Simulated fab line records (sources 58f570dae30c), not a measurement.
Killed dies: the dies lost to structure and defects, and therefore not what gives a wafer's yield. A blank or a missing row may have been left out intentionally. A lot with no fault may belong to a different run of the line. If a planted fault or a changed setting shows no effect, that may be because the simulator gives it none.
Which tool is to blame? || flow berkeley_cmos170 || 42 wafers from 14 lots sampled at 3 of the route's 331 steps

WHAT EACH GAUGE READ, for each wafer
UCB170_M1_RS_MEAS_01: the measuring method here is four-point-probe.
{"lot": "L682", "measured": "day 8 18:22", "on": "film_metro-02", "M1_AL_RS (ohm/sq)": "0.0479 0.0481 0.0485"}
{"lot": "L679", "measured": "day 8 18:33", "on": "film_metro-02", "M1_AL_RS (ohm/sq)": "0.0485 0.0490 0.0487"}
{"lot": "L680", "measured": "day 8 18:44", "on": "film_metro-01", "M1_AL_RS (ohm/sq)": "0.0484 0.0479 0.0479"}
{"lot": "L681", "measured": "day 8 19:55", "on": "film_metro-01", "M1_AL_RS (ohm/sq)": "0.0487 0.0484 0.0482"}
{"lot": "L684", "measured": "day 10 04:08", "on": "film_metro-03", "M1_AL_RS (ohm/sq)": "0.0483 0.0488 0.0485"}
{"lot": "L687", "measured": "day 10 04:51", "on": "film_metro-03", "M1_AL_RS (ohm/sq)": "0.0489 0.0493 0.0488"}
{"lot": "L691", "measured": "day 10 13:30", "on": "film_metro-03", "M1_AL_RS (ohm/sq)": "0.0482 0.0484 0.0480"}
{"lot": "L697", "measured": "day 12 12:42", "on": "film_metro-01", "M1_AL_RS (ohm/sq)": "0.0496 0.0501 0.0500"}
{"lot": "L695", "measured": "day 12 12:58", "on": "film_metro-02", "M1_AL_RS (ohm/sq)": "0.0483 0.0484 0.0474"}
{"lot": "L696", "measured": "day 12 13:09", "on": "film_metro-01", "M1_AL_RS (ohm/sq)": "0.0501 0.0498 0.0505"}
{"lot": "L698", "measured": "day 12 18:55", "on": "film_metro-01", "M1_AL_RS (ohm/sq)": "0.0481 0.0484 0.0480"}
{"lot": "L699", "measured": "day 12 19:34", "on": "film_metro-02", "M1_AL_RS (ohm/sq)": "0.0477 0.0478 0.0476"}
{"lot": "L701", "measured": "day 12 19:53", "on": "film_metro-03", "M1_AL_RS (ohm/sq)": "0.0474 0.0473 0.0476"}
{"lot": "L700", "measured": "day 12 20:01", "on": "film_metro-02", "M1_AL_RS (ohm/sq)": "0.0479 0.0479 0.0481"}

UCB170_M1_THK_MEAS_02: measures by xrf.
{"lot": "L682", "measured": "day 8 18:29", "on": "film_metro-02", "M1_AL_THK (nm)": "596 592 590"}
{"lot": "L679", "measured": "day 8 18:40", "on": "film_metro-02", "M1_AL_THK (nm)": "589 581 586"}
{"lot": "L680", "measured": "day 8 18:51", "on": "film_metro-01", "M1_AL_THK (nm)": "587 596 595"}
{"lot": "L681", "measured": "day 8 20:01", "on": "film_metro-01", "M1_AL_THK (nm)": "584 589 592"}
{"lot": "L684", "measured": "day 10 04:14", "on": "film_metro-03", "M1_AL_THK (nm)": "601 594 601"}
{"lot": "L687", "measured": "day 10 04:57", "on": "film_metro-03", "M1_AL_THK (nm)": "591 589 594"}
{"lot": "L691", "measured": "day 10 13:37", "on": "film_metro-03", "M1_AL_THK (nm)": "600 596 608"}
{"lot": "L697", "measured": "day 12 12:49", "on": "film_metro-01", "M1_AL_THK (nm)": "578 572 576"}
{"lot": "L695", "measured": "day 12 13:05", "on": "film_metro-02", "M1_AL_THK (nm)": "591 589 601"}
{"lot": "L696", "measured": "day 12 13:16", "on": "film_metro-01", "M1_AL_THK (nm)": "571 576 568"}
{"lot": "L698", "measured": "day 12 19:02", "on": "film_metro-01", "M1_AL_THK (nm)": "598 593 592"}
{"lot": "L699", "measured": "day 12 19:41", "on": "film_metro-02", "M1_AL_THK (nm)": "594 598 600"}
{"lot": "L701", "measured": "day 12 19:59", "on": "film_metro-03", "M1_AL_THK (nm)": "611 614 609"}
{"lot": "L700", "measured": "day 12 20:08", "on": "film_metro-02", "M1_AL_THK (nm)": "596 595 595"}

WHICH TOOL RAN EACH LOT (tool, then ch and the chambers of the sampled wafers, then the start)
{"lot": "L682", "UCB170_M1_SPUTTER_00": "pvd_sputter-01, day 8 18:16"}
{"lot": "L679", "UCB170_M1_SPUTTER_00": "pvd_sputter-03, day 8 18:29"}
{"lot": "L680", "UCB170_M1_SPUTTER_00": "pvd_sputter-01, day 8 18:40"}
{"lot": "L681", "UCB170_M1_SPUTTER_00": "pvd_sputter-03, day 8 19:49"}
{"lot": "L684", "UCB170_M1_SPUTTER_00": "pvd_sputter-01, day 10 04:02"}
{"lot": "L687", "UCB170_M1_SPUTTER_00": "pvd_sputter-03, day 10 04:45"}
{"lot": "L691", "UCB170_M1_SPUTTER_00": "pvd_sputter-02, day 10 13:26"}
{"lot": "L697", "UCB170_M1_SPUTTER_00": "pvd_sputter-01, day 12 12:38"}
{"lot": "L695", "UCB170_M1_SPUTTER_00": "pvd_sputter-02, day 12 12:53"}
{"lot": "L696", "UCB170_M1_SPUTTER_00": "pvd_sputter-01, day 12 13:05"}
{"lot": "L698", "UCB170_M1_SPUTTER_00": "pvd_sputter-03, day 12 18:50"}
{"lot": "L699", "UCB170_M1_SPUTTER_00": "pvd_sputter-02, day 12 19:30"}
{"lot": "L701", "UCB170_M1_SPUTTER_00": "pvd_sputter-03, day 12 19:46"}
{"lot": "L700", "UCB170_M1_SPUTTER_00": "pvd_sputter-02, day 12 19:58"}
- UCB170_M1_SPUTTER_00: material Al, target thk 600 nm, time 80 s.

AS READ BY THE TOOLS THEMSELVES (means over the sampled wafers that have a number; for cases with no such wafer, the mark the record gives instead)
UCB170_M1_SPUTTER_00.
{"lot": "L682", "tool": "pvd_sputter-01", "chamber_pressure_pa (Pa)": 0.5011, "throttle_valve_pct (%)": 29.6}
{"lot": "L679", "tool": "pvd_sputter-03", "chamber_pressure_pa (Pa)": 0.4996, "throttle_valve_pct (%)": 30.4}
{"lot": "L680", "tool": "pvd_sputter-01", "chamber_pressure_pa (Pa)": 0.5006, "throttle_valve_pct (%)": 29.6}
{"lot": "L681", "tool": "pvd_sputter-03", "chamber_pressure_pa (Pa)": 0.4994, "throttle_valve_pct (%)": 29.9}
{"lot": "L684", "tool": "pvd_sputter-01", "chamber_pressure_pa (Pa)": 0.4998, "throttle_valve_pct (%)": 29.5}
{"lot": "L687", "tool": "pvd_sputter-03", "chamber_pressure_pa (Pa)": 0.5001, "throttle_valve_pct (%)": 28.9}
{"lot": "L691", "tool": "pvd_sputter-02", "chamber_pressure_pa (Pa)": 0.5010, "throttle_valve_pct (%)": 30.3}
{"lot": "L697", "tool": "pvd_sputter-01", "chamber_pressure_pa (Pa)": 0.5518, "throttle_valve_pct (%)": 28.2}
{"lot": "L695", "tool": "pvd_sputter-02", "chamber_pressure_pa (Pa)": 0.4995, "throttle_valve_pct (%)": 30.6}
{"lot": "L696", "tool": "pvd_sputter-01", "chamber_pressure_pa (Pa)": 0.5501, "throttle_valve_pct (%)": 29.2}
{"lot": "L698", "tool": "pvd_sputter-03", "chamber_pressure_pa (Pa)": 0.5022, "throttle_valve_pct (%)": 31.2}
{"lot": "L699", "tool": "pvd_sputter-02", "chamber_pressure_pa (Pa)": 0.5000, "throttle_valve_pct (%)": 30.8}
{"lot": "L701", "tool": "pvd_sputter-03", "chamber_pressure_pa (Pa)": 0.5010, "throttle_valve_pct (%)": 30.8}
{"lot": "L700", "tool": "pvd_sputter-02", "chamber_pressure_pa (Pa)": 0.4992, "throttle_valve_pct (%)": 30.8}

THE ANSWER, worked out from the rows above alone
Rule: the usual values come from the lots themselves. The widest of any qualifying gaps counts: lots, ordered by their means at a reading, are off when they make up no more than a third of the lots, leave a main group of 4 or more, and stand apart from it by 3 or more times the standard deviation of that group's means. A main group is skipped when, at the precision printed for the reading in the tables above, its means are all equal. A lot without any number at a reading at which 4 lots or more have one is off too. The other lots that the step has rows for count as sound. The gauges are gone through in route order, then the tools' own readings, and for those a lot's mean is taken as printed above. At the first step where some lot is off, the reading lying furthest off is the one used; lots without a number count as furthest.
Off: L697, L696, at UCB170_M1_SPUTTER_00 (chamber_pressure_pa). The main group: mean 0.5003 Pa, standard deviation 0.00086.
A tool fits if, at that step or a process step before it, it ran every lot that is off, and no sound lot after the first of them. One fits: UCB170_M1_SPUTTER_00 on pvd_sputter-01. Its last sound lot is L684 (day 10 04:02), its first lot that is off L697 (day 12 12:38): a fault that began between those two fits.
On the lots that are off, the tool's own readings at UCB170_M1_SPUTTER_00 differ by more than 5 times the standard deviation of the sound lots' means, which bears it out; chamber_pressure_pa reads 0.5510 Pa there versus 0.5003 Pa on the sound lots.

WHAT HAD BEEN PUT IN BY THE SIMULATOR
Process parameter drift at UCB170_M1_SPUTTER_00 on pvd_sputter-01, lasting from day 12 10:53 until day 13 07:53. The setting chamber_pressure_pa was moved by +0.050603, starting from 0.5. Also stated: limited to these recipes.
Shown lots that were struck: L697, L696. The rule given above showed the same thing.
